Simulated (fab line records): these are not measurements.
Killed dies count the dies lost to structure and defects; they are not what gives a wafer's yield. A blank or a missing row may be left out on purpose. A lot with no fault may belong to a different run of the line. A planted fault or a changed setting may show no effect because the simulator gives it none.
8D (eight disciplines) problem report, filled in by code :: flow rit cmos :: the parts of the form that need people (team, actions taken, sign-off) are left out

1. THE ISSUE
Wafers free of any fault read 2358 (standard deviation 12) for PLDD_TW at RIT_PLDD_TW_MEAS_10, against a mean of 2252 on 6 wafers of 2 lots. That is -8.8 standard deviations from the usual mean.
Seen first at day 6 13:45 on film metro-01, wafer L691.2. Wafers with a number at this step in the record: 42, from 14 lots. Rule for "out" (also "out of limits"): further than 4 standard deviations from the usual mean. Any other wafer with a number is counted as sound.

2. WHAT IT IS, AND WHAT IT ISN'T
question: which readings at this step
is: PLDD_TW
is not: -

question: which lots
is: L691, L692
is not: L673, L674, L675, L676, L678, L679, L680, L681, L682, L683, L686, L690

question: which wafers of those lots
is: all that have a number
is not: -

question: read on which gauges
is: film metro-01, film metro-04
is not: film metro-03

question: when
is: from day 6 13:45
is not: up to then (36 sound wafers)

3. SUSPECTS, AND WHAT RULES EACH OUT
Counting: a tool stays on the suspect list if, at a process step up to the reading, it processed all lots that are out and no sound lot following the first of them.
- the gauge at RIT_PLDD_TW_MEAS_10 has been ruled out. The wafers that are out were read on 2 gauges (film metro-01, film metro-04).
- implanter-03 at RIT_PLDD_IMPLANT_08: kept. Every lot that is out went through it, starting with L691 (day 6 13:26), and after that it ran no sound lot; the last sound lot it ran before then is L686 (day 5 14:28).
Remaining after the count: implanter-03 at RIT_PLDD_IMPLANT_08.

4. THE CAUSE (what the simulator had put in)
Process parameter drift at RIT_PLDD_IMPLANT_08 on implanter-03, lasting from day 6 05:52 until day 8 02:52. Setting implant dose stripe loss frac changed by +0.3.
Only this tool survived the counting.

5. THE CHAIN OF EFFECTS, in route order
Each row: a reading whose mean over the struck wafers that have a number lies more than 3 standard deviations from the usual. Readings are gone through only where the record gives a usual standard deviation; hours: the median, over the lots, of the time from a lot's start at the first step in this table giving one to that lot's start at this step; sigmas: the change measured in usual standard deviations.
hours: 0
step: RIT_PLDD_TW_MEAS_10
reading: PLDD_TW
usual: 2358
on struck wafers: 2252
change: -106
sigmas: -8.8

hours: 6
step: RIT_SDANNEAL_RS_MEAS_06
reading: PLDD_RS
usual: 178.7 ohm/sq
on struck wafers: 197.0
change: +18.3
sigmas: +37
At these later measuring or inspecting steps, every struck wafer for which the step has a row has a number for every such reading, and none has moved that far: RIT_SILICIDE_RS_MEAS_02.

6. WHAT WOULD HAVE CAUGHT IT SOONER
8 hours passed between the start of the fault at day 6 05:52 and the first reading out of limits at a measuring or inspecting step in this record, taken at day 6 13:45.
Of the tool readings at RIT_PLDD_IMPLANT_08 for which the record gives a usual standard deviation, none was out on any struck wafer, so an alarm limit of 4 standard deviations on them would not have fired.
Lots out: 2; of these, L692 started RIT_PLDD_IMPLANT_08 on implanter-03 after day 6 13:45. A hold on the tool at that time would have spared it.
